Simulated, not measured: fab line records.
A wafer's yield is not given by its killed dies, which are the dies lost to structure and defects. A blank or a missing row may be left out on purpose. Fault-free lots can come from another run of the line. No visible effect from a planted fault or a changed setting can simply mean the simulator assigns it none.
The tool behind it: which one? + flow rit_cmos + 14 lots with 42 wafers sampled at 3 steps, on a route of 202 steps

WHAT EACH GAUGE READ, for each wafer
RIT_PWELL_OVL_MEAS_06.
| lot  | measured    | on         | PWELL_OVL (nm)    |
|------|-------------|------------|-------------------|
| L473 | day 1 23:31 | overlay-02 | -0.9 -3.4 -0.8    |
| L475 | day 2 08:52 | overlay-02 | 0.5 -1.7 -2.4     |
| L476 | day 2 15:35 | overlay-01 | 0.7 -0.8 1.1      |
| L479 | day 3 11:37 | overlay-01 | 0.6 1.4 0.7       |
| L483 | day 4 00:22 | overlay-02 | -1.6 -2.5 -0.4    |
| L484 | day 4 06:11 | overlay-02 | -2.3 -1.4 0.1     |
| L485 | day 4 11:58 | overlay-02 | -0.5 0.7 0.0      |
| L486 | day 4 17:31 | overlay-01 | -0.2 0.3 2.1      |
| L487 | day 4 21:04 | overlay-02 | -0.2 -1.1 1.1     |
| L491 | day 5 18:23 | overlay-01 | 240.9 238.3 239.6 |
| L493 | day 6 01:57 | overlay-01 | 1.0 2.2 2.1       |
| L494 | day 6 07:37 | overlay-01 | 239.8 239.3 239.9 |
| L495 | day 6 13:47 | overlay-02 | -0.2 -0.6 0.7     |
| L496 | day 6 16:46 | overlay-01 | 0.0 1.4 0.8       |

WHAT TOOL EACH LOT RAN ON (gives the tool, then ch and the chambers of the sampled wafers, and finally the start)
| lot  | RIT_NWELL_SOFTBAKE_02            | RIT_PWELL_EXPOSE_03                |
|------|----------------------------------|------------------------------------|
| L473 | litho_track-01 ch 0, day 1 21:13 | iline_stepper-02 ch 0, day 1 23:06 |
| L475 | litho_track-02 ch 0, day 2 06:44 | iline_stepper-01 ch 0, day 2 08:26 |
| L476 | litho_track-02 ch 0, day 2 13:11 | iline_stepper-01 ch 0, day 2 15:00 |
| L479 | litho_track-04 ch 0, day 3 09:20 | iline_stepper-02 ch 0, day 3 11:13 |
| L483 | litho_track-01 ch 0, day 3 22:08 | iline_stepper-01 ch 0, day 3 23:57 |
| L484 | litho_track-02 ch 0, day 4 03:49 | iline_stepper-02 ch 0, day 4 05:46 |
| L485 | litho_track-02 ch 0, day 4 09:43 | iline_stepper-01 ch 0, day 4 11:32 |
| L486 | litho_track-02 ch 0, day 4 15:14 | iline_stepper-01 ch 0, day 4 17:02 |
| L487 | litho_track-01 ch 0, day 4 18:43 | iline_stepper-01 ch 0, day 4 20:32 |
| L491 | litho_track-01 ch 0, day 5 16:16 | iline_stepper-02 ch 0, day 5 17:58 |
| L493 | litho_track-02 ch 0, day 5 23:44 | iline_stepper-01 ch 0, day 6 01:26 |
| L494 | litho_track-04 ch 0, day 6 05:25 | iline_stepper-02 ch 0, day 6 07:14 |
| L495 | litho_track-01 ch 0, day 6 11:24 | iline_stepper-01 ch 0, day 6 13:21 |
| L496 | litho_track-04 ch 0, day 6 14:39 | iline_stepper-01 ch 0, day 6 16:20 |
- RIT_NWELL_SOFTBAKE_02: time 62.78 s.
- RIT_PWELL_EXPOSE_03: exposes mask M3, target cd 43700 nm.

AS READ BY THE TOOLS THEMSELVES (means over the sampled wafers that have a number; for cases with no such wafer, the mark the record gives instead)
RIT_NWELL_SOFTBAKE_02.
| lot  | tool           | plate_sensor_t_centre_C (C) | plate_sensor_t_edge_C (C) |
|------|----------------|-----------------------------|---------------------------|
| L473 | litho_track-01 | 90.968                      | 91.018                    |
| L475 | litho_track-02 | 90.967                      | 91.025                    |
| L476 | litho_track-02 | 90.977                      | 91.024                    |
| L479 | litho_track-04 | 90.966                      | 91.011                    |
| L483 | litho_track-01 | 90.961                      | 91.022                    |
| L484 | litho_track-02 | 90.959                      | 91.015                    |
| L485 | litho_track-02 | 90.971                      | 91.019                    |
| L486 | litho_track-02 | 90.967                      | 91.015                    |
| L487 | litho_track-01 | 90.956                      | 91.014                    |
| L491 | litho_track-01 | 90.958                      | 91.018                    |
| L493 | litho_track-02 | 90.954                      | 91.014                    |
| L494 | litho_track-04 | 90.968                      | 91.021                    |
| L495 | litho_track-01 | 90.968                      | 91.014                    |
| L496 | litho_track-04 | 90.967                      | 91.030                    |

THE ANSWER, worked out from the rows above alone
Rule: what is usual is taken from the lots themselves. Put in order of their means at a reading, lots are off if they are a third of the lots or fewer, leave a main group of 4 or more, and stand apart from it by a gap of 3 or more times the standard deviation of the main group's means; of several such gaps the widest counts. If all means in a main group match to the digits the tables above print for the reading, that group is not used. A lot without any number at a reading at which 4 lots or more have one is off too. The other lots that the step has rows for count as sound. Order of review: gauges by route order, followed by the tools' own readings, for which a lot's mean as printed above is used. The first step at which some lot is off is used, and at that step the reading that is off furthest; a lot without a number counts as furthest.
Off: L491, L494, seen at RIT_PWELL_OVL_MEAS_06 (PWELL_OVL). The main group: mean -0.1 nm, standard deviation 1.
If a tool, at a process step before that reading, ran all the lots that are off and no sound lot after the first of them, it fits. The gauges at RIT_PWELL_OVL_MEAS_06 are tried like those tools. One candidate fits, namely iline_stepper-02 at RIT_PWELL_EXPOSE_03. Its last sound lot is L484 (day 4 05:46), its first lot that is off L491 (day 5 17:58): a fault that began between those two fits.

WHAT THE SIMULATOR HAD PUT IN
Scanner matching overlay: iline_stepper-02, from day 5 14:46 on, at RIT_PWELL_EXPOSE_03. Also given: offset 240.
Lots struck among those shown: L491, L494. The same result came from the rule above.
